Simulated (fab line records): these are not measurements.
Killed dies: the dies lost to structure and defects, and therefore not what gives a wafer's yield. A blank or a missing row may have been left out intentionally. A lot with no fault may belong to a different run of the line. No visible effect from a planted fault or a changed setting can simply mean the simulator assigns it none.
Comparing a struck lot with a sound one -- flow berkeley cmos170 -- 17 steps out of a route of 331
Sound: the wafers L173.1, L173.4, L173.6. Struck: wafers L179.1, L179.3, L179.5. The cause is named last.
Each step with rows lists, per side, the tool, then ch with its chambers, then its first start. Under that, the readings that differ: sound wafers -- struck wafers -- difference of the means -- sigmas: that difference in standard deviations of wafers without a fault.
alike: a reading whose means differ by less than 2 such deviations, as well as words and numbers matching on both sides. not compared: withheld readings; readings where some wafer has no value; bounds like >300 that might hide an equal value; numbers whose values overlap and for which the record gives no deviation.
The two part at a step that has a row with sigmas, a row that says differs or no value, or rows on one side only. Numbers that have no deviation but don't overlap get no sigmas and don't part them. A reading that every wafer of one side lacks parts them only if that side has two wafers or more.

UCB170_PWELL_THK_MEAS_03:
  sound: film metro-01 at day 3 14:27; struck: film metro-04 at day 5 06:49
reading,sound,struck,difference,sigmas
PWELL_OXIDE_THK (nm),27.4 27.1 27.8,26.2 26.5 26.3,-1.1,-2
then, 2 steps without rows for these wafers: UCB170_PWELL_ANNEAL_04 (time 900 s); UCB170_PWELL_CVD_05 (deposits Si3N4 from SiH2Cl2/NH3, target thk 220 nm, time 3300 s).
UCB170_PWELL_THK_MEAS_06:
  sound: film metro-01 at day 3 23:16; struck: film metro-01 at day 5 15:47
  alike: PWELL_NITRIDE_THK
then, 6 steps without rows for these wafers: UCB170_PWELL_HMDS_07 (prime time 60 s); UCB170_PWELL_COAT_08 (resist thk 900 nm); UCB170_PWELL_SOFTBAKE_09 (time 60 s); UCB170_PWELL_EXPOSE_10 (exposes mask PWELL, target cd 3000 nm); UCB170_PWELL_PEB_11; UCB170_PWELL_DEVELOP_12 (develop time 45 s).
UCB170_PWELL_OVL_MEAS_13:
  sound: overlay-01 at day 4 00:41; struck: overlay-02 at day 5 18:37
  alike: PWELL_OVL
UCB170_PWELL_ETCH_14: etches Si3N4 in CH3F/Ar/O2, stops on SiO2, target depth 242 nm, time 151 s.
  sound on rie diel-02 ch 0,2, day 4 00:43; struck on rie diel-01 ch 0,1, day 5 18:40
  alike: O2_flow_sccm, drypump motor current A, oes product au, throttle valve pct
  not compared: rf hours counter h
UCB170_PWELL_IMPLANT_15:
  sound on implanter-02 ch 0, day 4 00:49; struck on implanter-03 ch 0, day 5 19:05
  alike: beam on s
UCB170_PWELL_STRIP_16: strips in O2.
  sound on plasma asher-01 ch 0,1, day 4 00:58; struck on plasma asher-04 ch 0,1, day 5 19:14
reading,sound,struck,difference,sigmas
oes product au (a.u.),0.715 0.714 0.715,0.721 0.726 0.728,+0.010,+2
  alike: drypump motor current A, strip time to endpoint s
  not compared: rf hours counter h
UCB170_PWELL_TW_MEAS_17:
  sound: film metro-02 at day 4 01:04; struck: film metro-02 at day 5 19:20
reading,sound,struck,difference,sigmas
PWELL_TW,377 376 377,464 463 463,+87,+29
then, 2 steps without rows for these wafers: UCB170_PWELL_CLEAN_18 (cleans in SPM, time 600 s); UCB170_M3_PROBE_99.

WHERE THEY PART
Earliest at UCB170_PWELL_THK_MEAS_03; latest, in this record, at UCB170_PWELL_TW_MEAS_17.

WHY: the cause the simulator had injected
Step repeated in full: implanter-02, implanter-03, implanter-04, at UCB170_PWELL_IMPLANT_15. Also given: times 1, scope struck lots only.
